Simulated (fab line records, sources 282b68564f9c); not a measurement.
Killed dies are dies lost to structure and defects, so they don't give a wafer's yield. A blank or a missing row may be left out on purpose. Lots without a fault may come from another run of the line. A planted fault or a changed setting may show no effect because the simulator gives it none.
A struck lot beside a sound one | flow rit_cmos | 17 steps out of a route of 202
Sound: wafers L148.1, L148.5, L148.6. Struck: wafers L163.3, L163.4, L163.6. The cause comes at the end.
At each step with rows: each side's tool, then ch and its chambers, then its first start. Under that, the readings that differ: sound wafers | struck wafers | difference of the means | sigmas: that difference in standard deviations of wafers without a fault.
alike: readings whose means differ by less than 2 such deviations, and words and numbers that are the same on both sides. not compared: withheld readings, readings that some wafer has no value for, bounds like >300 that may hide the same value, and numbers for which the record gives no deviation and whose values overlap.
The two part at a step that has a row with sigmas, a row that says differs or no value, or rows on one side only. Numbers that don't overlap but have no deviation are shown without sigmas and don't part them. A reading that every wafer of one side lacks parts them only if that side has two wafers or more.

RIT_NWELL_TW_MEAS_10:
  sound on film_metro-01, day 2 06:55; struck on film_metro-03, day 5 10:46
  reading  | sound          | struck         | difference | sigmas
  NWELL_TW | 2116 2125 2142 | 2170 2185 2171 | +48        | +4
then, 6 steps without rows for these wafers: RIT_PWELL_HMDS_00 (prime time 60 s); RIT_PWELL_COAT_01 (resist thk 1300 nm); RIT_PWELL_SOFTBAKE_02 (time 60 s); RIT_PWELL_EXPOSE_03 (exposes mask M3, target cd 43700 nm); RIT_PWELL_PEB_04; RIT_PWELL_DEVELOP_05 (develop time 68 s).
RIT_PWELL_OVL_MEAS_06:
  sound on overlay-01, day 2 07:59; struck on overlay-02, day 5 11:50
  alike: PWELL_OVL
then, 2 steps without rows for these wafers: RIT_PWELL_HARDBAKE_07 (time 120 s); RIT_PWELL_IMPLANT_08.
RIT_PWELL_STRIP_09: strips in O2, time 180 s.
  sound on plasma_asher-04 ch 0,1, day 2 08:34; struck on plasma_asher-04 ch 0,1, day 5 12:19
  alike: drypump_motor_current_A, rf_refl_power_W
  not compared: rf_hours_counter_h
RIT_PWELL_TW_MEAS_10:
  sound on film_metro-01, day 2 08:44; struck on film_metro-02, day 5 12:26
  alike: PWELL_TW
RIT_WELLDRIVE_ANNEAL_00: time 14700 s.
  sound on furnace-04 ch 0, day 2 09:50; struck on furnace-04 ch 0, day 5 12:29
  reading          | sound             | struck         | difference | sigmas
  run_length_s (s) | 18274 18274 18274 | 9456 9456 9456 | -8818      | -99 or more
  alike: tube_center_temp_C_max
RIT_WELLDRIVE_RS_MEAS_01: measures by four-point-probe.
  sound on film_metro-03, day 2 14:55; struck on film_metro-02, day 5 17:37
  reading           | sound             | struck            | difference | sigmas
  NWELL_RS (ohm/sq) | 274.3 275.1 274.4 | 321.1 320.8 321.0 | +46.4      | +62
RIT_WELLDRIVE_RS_MEAS_02: measures by four-point-probe.
  sound on film_metro-03, day 2 15:02; struck on film_metro-02, day 5 17:44
  reading           | sound             | struck            | difference | sigmas
  PWELL_RS (ohm/sq) | 428.0 429.7 429.0 | 474.4 474.5 473.7 | +45.3      | +41
then, 1 step without rows for these wafers: RIT_NRETRO_HMDS_00 (prime time 60 s).
RIT_M1_PROBE_99:
  sound on prober-01, day 3 20:28; struck on prober-02, day 6 21:50
  reading                             | sound             | struck            | difference | sigmas
  model.etest.pmos_0p3.r_on_ohm_um    | 6352 6375 6319    | 6727 6800 6774    | +418       |
  model.etest.pmos_turned.r_on_ohm_um | 3540 3501 3502    | 3579 3601 3606    | +81        |
  model.etest.pmos_0p15.r_on_ohm_um   | 2847 2774 2774    | 2916 2888 2917    | +109       |
  model.etest.nwell_pinched.rs_ohm_sq | 333.9 332.1 335.9 | 429.9 433.5 425.5 | +95.7      |
  model.etest.pwell_pinched.rs_ohm_sq | 450.7 445.8 451.9 | 510.2 505.9 507.7 | +58.5      |
  model.etest.pwell.rs_ohm_sq         | 406.6 403.8 409.5 | 465.1 460.8 461.7 | +55.9      |
  model.etest.pmos_0p15.drive_ua_um   | 245.1 253.4 254.9 | 233.3 233.3 230.1 | -18.9      |
  model.etest.pmos_turned.drive_ua_um | 179.1 184.5 185.7 | 175.1 173.6 172.3 | -9.4       |
  alike: killed_at_front_end, killed_dies, killed_open, killed_short

WHERE THEY PART
First at RIT_NWELL_TW_MEAS_10; last, within this record, at RIT_WELLDRIVE_RS_MEAS_02. Later steps at which nothing parts them and some readings are alike: RIT_M1_PROBE_99.

WHY: what the simulator had put in
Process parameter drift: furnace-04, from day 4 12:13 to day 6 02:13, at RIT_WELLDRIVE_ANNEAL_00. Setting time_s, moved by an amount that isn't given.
